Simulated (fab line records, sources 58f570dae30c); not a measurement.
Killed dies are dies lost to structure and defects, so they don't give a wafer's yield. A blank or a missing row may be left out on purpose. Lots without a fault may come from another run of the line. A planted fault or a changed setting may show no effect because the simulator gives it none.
Which tool did it? | flow berkeley_cmos170 | 14 lots, 42 wafers sampled, at 6 steps of a route of 331

WHAT THE GAUGES READ, wafer by wafer
UCB170_PVT_TW_MEAS_09. Usual: PVT_TW 500, standard deviation 7.9.
lot  | measured     | on            | PVT_TW      | flag
L828 | day 6 12:26  | film_metro-04 | 507 504 507 |
L827 | day 6 13:10  | film_metro-04 | 505 506 506 |
L826 | day 6 13:53  | film_metro-04 | 508 508 506 |
L829 | day 6 14:11  | film_metro-03 | 494 496 494 |
L830 | day 6 23:31  | film_metro-04 | 503 506 503 |
L831 | day 6 23:48  | film_metro-03 | 496 493 497 |
L833 | day 7 21:37  | film_metro-03 | 492 493 493 |
L840 | day 8 09:52  | film_metro-01 | 513 515 512 |
L842 | day 9 04:13  | film_metro-03 | 492 493 492 |
L844 | day 9 09:44  | film_metro-04 | 503 507 504 |
L845 | day 9 09:58  | film_metro-03 | 492 494 497 |
L846 | day 10 02:50 | film_metro-04 | 506 504 506 |
L847 | day 10 03:15 | film_metro-03 | 491 490 489 |
L849 | day 10 21:13 | film_metro-01 | 515 513 512 |

UCB170_SDANNEAL_RS_MEAS_02: measures by four-point-probe. Usual: PSD_RS 75.53 ohm/sq, standard deviation 0.28.
lot  | measured     | on            | PSD_RS (ohm/sq)   | flag
L828 | day 7 20:51  | film_metro-02 | 75.46 75.57 75.54 |
L827 | day 7 22:04  | film_metro-04 | 75.67 75.89 76.04 |
L826 | day 7 22:31  | film_metro-02 | 75.40 75.05 74.88 |
L829 | day 7 21:41  | film_metro-01 | 75.61 75.76 75.59 |
L830 | day 8 05:06  | film_metro-02 | 75.87 75.57 75.98 |
L831 | day 8 05:06  | film_metro-01 | 75.31 75.63 75.26 |
L833 | day 9 11:10  | film_metro-02 | 75.37 75.19 75.03 |
L840 | day 10 00:44 | film_metro-02 | 75.13 75.28 75.38 |
L842 | day 10 07:58 | film_metro-01 | 75.11 76.12 75.99 |
L844 | day 10 18:11 | film_metro-01 | 75.83 75.61 76.27 |
L845 | day 10 17:38 | film_metro-02 | 75.29 75.25 75.25 |
L846 | day 11 08:40 | film_metro-04 | 75.55 75.38 75.71 |
L847 | day 11 08:16 | film_metro-01 | 75.48 75.79 75.74 |
L849 | day 12 00:16 | film_metro-02 | 75.79 76.00 75.81 |

UCB170_SDANNEAL_RS_MEAS_03: measures by four-point-probe. Usual: NSD_RS 37.20 ohm/sq, standard deviation 0.11.
lot  | measured     | on            | NSD_RS (ohm/sq)   | flag
L828 | day 7 20:58  | film_metro-02 | 37.05 37.07 37.06 |
L827 | day 7 22:11  | film_metro-04 | 37.33 37.28 37.36 |
L826 | day 7 22:38  | film_metro-02 | 37.18 37.20 37.15 |
L829 | day 7 21:48  | film_metro-01 | 37.30 37.33 37.31 |
L830 | day 8 05:13  | film_metro-02 | 37.23 37.05 37.15 |
L831 | day 8 05:13  | film_metro-01 | 36.35 36.48 36.36 | OFF
L833 | day 9 11:17  | film_metro-02 | 36.29 36.35 36.39 | OFF
L840 | day 10 00:51 | film_metro-02 | 37.09 37.09 37.16 |
L842 | day 10 08:05 | film_metro-01 | 37.19 37.23 37.26 |
L844 | day 10 18:18 | film_metro-01 | 37.23 37.33 37.42 |
L845 | day 10 17:46 | film_metro-02 | 37.04 37.15 37.05 |
L846 | day 11 08:47 | film_metro-04 | 37.36 37.29 37.34 |
L847 | day 11 08:23 | film_metro-01 | 37.14 37.09 37.30 |
L849 | day 12 00:23 | film_metro-02 | 37.17 37.23 37.12 |

WHICH TOOL RAN EACH LOT (tool, then ch and the chambers of the sampled wafers, then the start)
lot  | UCB170_SPACER_CVD_00            | UCB170_NSD_IMPLANT_08           | UCB170_NSD_STRIP_09
L828 | pecvd-04 ch 1,2, day 7 07:15    | implanter-01 ch 0, day 7 18:10  | plasma_asher-04 ch 0,1, day 7 18:19
L827 | pecvd-02 ch 0,1, day 7 08:02    | implanter-03 ch 0, day 7 19:13  | plasma_asher-04 ch 0,1, day 7 19:21
L826 | pecvd-04 ch 0,1,2, day 7 09:25  | implanter-02 ch 0, day 7 19:16  | plasma_asher-02 ch 0,1, day 7 19:25
L829 | pecvd-04 ch 0,1,2, day 7 07:27  | implanter-01 ch 0, day 7 18:53  | plasma_asher-03 ch 0,1, day 7 19:02
L830 | pecvd-04 ch 0,1, day 7 18:14    | implanter-02 ch 0, day 8 01:10  | plasma_asher-03 ch 0,1, day 8 01:19
L831 | pecvd-03 ch 0,2, day 7 18:11    | implanter-01 ch 0, day 8 00:44  | plasma_asher-02 ch 0,1, day 8 00:53
L833 | pecvd-03 ch 0,1, day 8 15:47    | implanter-01 ch 0, day 9 07:56  | plasma_asher-02 ch 0, day 9 08:11
L840 | pecvd-03 ch 0,1, day 9 14:57    | implanter-02 ch 0, day 9 23:17  | plasma_asher-03 ch 0,1, day 9 23:25
L842 | pecvd-04 ch 1,2, day 9 23:01    | implanter-03 ch 0, day 10 05:44 | plasma_asher-03 ch 0,1, day 10 05:51
L844 | pecvd-02 ch 1,2, day 10 04:20   | implanter-02 ch 0, day 10 16:02 | plasma_asher-04 ch 0,1, day 10 16:09
L845 | pecvd-03 ch 0,2, day 10 04:45   | implanter-03 ch 0, day 10 15:07 | plasma_asher-02 ch 0,1, day 10 15:16
L846 | pecvd-02 ch 0,1,2, day 10 23:37 | implanter-02 ch 0, day 11 07:19 | plasma_asher-03 ch 0,1, day 11 07:26
L847 | pecvd-03 ch 0,2, day 10 23:37   | implanter-03 ch 0, day 11 06:55 | plasma_asher-04 ch 0,1, day 11 07:04
L849 | pecvd-04 ch 1,2, day 11 15:32   | implanter-02 ch 0, day 11 22:37 | plasma_asher-02 ch 1, day 11 22:44
- UCB170_SPACER_CVD_00: deposits SiO2 from TEOS/O2, target thk 376 nm, time 47 s.
- UCB170_NSD_IMPLANT_08
- UCB170_NSD_STRIP_09: strips in O2.

WHAT THE TOOLS THEMSELVES READ (means of the sampled wafers that have a number; where no wafer has one, the mark that the record gives instead)
UCB170_SPACER_CVD_00. Usual: heater_power_w 266 W, standard deviation 53; rf_fwd_power_W 544.0 W, standard deviation 2.1.
lot  | tool     | heater_power_w (W) | rf_fwd_power_W (W) | flag
L828 | pecvd-04 | 213                | 545.5              |
L827 | pecvd-02 | 261                | 543.2              |
L826 | pecvd-04 | 231                | 543.1              |
L829 | pecvd-04 | 208                | 544.8              |
L830 | pecvd-04 | 209                | 544.6              |
L831 | pecvd-03 | 292                | 546.5              |
L833 | pecvd-03 | 300                | 543.8              |
L840 | pecvd-03 | 317                | 542.1              |
L842 | pecvd-04 | 251                | 547.2              |
L844 | pecvd-02 | 241                | 542.6              |
L845 | pecvd-03 | 314                | 544.2              |
L846 | pecvd-02 | 269                | 543.8              |
L847 | pecvd-03 | 312                | 544.5              |
L849 | pecvd-04 | 200                | 542.4              |

UCB170_NSD_IMPLANT_08. Usual: dose_ions_cm2 3e+15, standard deviation 3.1e+12; faraday_current_uA 9279, standard deviation 190.
lot  | tool         | dose_ions_cm2 | faraday_current_uA | flag
L828 | implanter-01 | 3e+15         | 9269               |
L827 | implanter-03 | 3e+15         | 9372               |
L826 | implanter-02 | 3e+15         | 9248               |
L829 | implanter-01 | 3e+15         | 9152               |
L830 | implanter-02 | 3e+15         | 9298               |
L831 | implanter-01 | 3e+15         | 9966               | OFF
L833 | implanter-01 | 3e+15         | 9914               | OFF
L840 | implanter-02 | 3e+15         | 9304               |
L842 | implanter-03 | 3e+15         | 9344               |
L844 | implanter-02 | 3e+15         | 9012               |
L845 | implanter-03 | 3e+15         | 9225               |
L846 | implanter-02 | 3e+15         | 9246               |
L847 | implanter-03 | 3e+15         | 9233               |
L849 | implanter-02 | 3e+15         | 9336               |

UCB170_NSD_STRIP_09. Usual: drypump_motor_current_A 6.08 A, standard deviation 0.27; oes_product_au 0.533 a.u., standard deviation 0.0047; strip_time_to_endpoint_s 35.92 s, standard deviation 0.097.
lot  | tool            | drypump_motor_current_A (A) | oes_product_au (a.u.) | strip_time_to_endpoint_s (s) | flag
L828 | plasma_asher-04 | 6.38                        | 0.533                 | 35.96                        |
L827 | plasma_asher-04 | 6.47                        | 0.533                 | 35.78                        |
L826 | plasma_asher-02 | 6.01                        | 0.531                 | 35.96                        |
L829 | plasma_asher-03 | 5.93                        | 0.532                 | 35.86                        |
L830 | plasma_asher-03 | 5.90                        | 0.535                 | 36.03                        |
L831 | plasma_asher-02 | 5.97                        | 0.528                 | 36.41                        | OFF
L833 | plasma_asher-02 | 6.07                        | 0.529                 | 36.36                        | OFF
L840 | plasma_asher-03 | 5.90                        | 0.533                 | 35.89                        |
L842 | plasma_asher-03 | 6.00                        | 0.535                 | 35.96                        |
L844 | plasma_asher-04 | 6.37                        | 0.537                 | 35.89                        |
L845 | plasma_asher-02 | 6.02                        | 0.530                 | 36.06                        |
L846 | plasma_asher-03 | 5.93                        | 0.531                 | 35.76                        |
L847 | plasma_asher-04 | 6.48                        | 0.537                 | 35.97                        |
L849 | plasma_asher-02 | 5.77                        | 0.536                 | 35.91                        |

THE ANSWER, worked out from the rows above alone
Rule: a lot is off if the mean of its wafers that have a number lies more than 3 standard deviations from the usual mean. A lot without any number at a reading at which 4 lots or more have one is off too. The other lots that the step has rows for count as sound. The gauges are gone through in route order, then the tools' own readings, and for those a lot's mean is taken as printed above. The first step at which some lot is off is used, and at that step the reading that is off furthest; a lot without a number counts as furthest.
Off: L831, L833, at UCB170_SDANNEAL_RS_MEAS_03 (NSD_RS).
A tool fits if, at a process step before that reading, it ran every lot that is off, and no sound lot after the first of them. The gauges at UCB170_SDANNEAL_RS_MEAS_03 aren't tried: what is off there is off at UCB170_NSD_IMPLANT_08 too, on other tools, and a gauge's error can't cause that. One fits: implanter-01 at UCB170_NSD_IMPLANT_08. Its last sound lot is L829 (day 7 18:53), its first lot that is off L831 (day 8 00:44): a fault that began between those two fits.
The tool's own readings at UCB170_NSD_IMPLANT_08 bear it out: on the lots that are off they differ by more than 5 times the standard deviation of the sound lots' means. faraday_current_uA reads 9940 there against 9253 on the sound lots.

WHAT THE SIMULATOR HAD PUT IN
Process parameter drift: implanter-01, from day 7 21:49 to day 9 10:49, at UCB170_NSD_IMPLANT_08. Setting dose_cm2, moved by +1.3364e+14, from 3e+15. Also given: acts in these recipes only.
Lots struck among those shown: L831, L833. The rule above found the same.
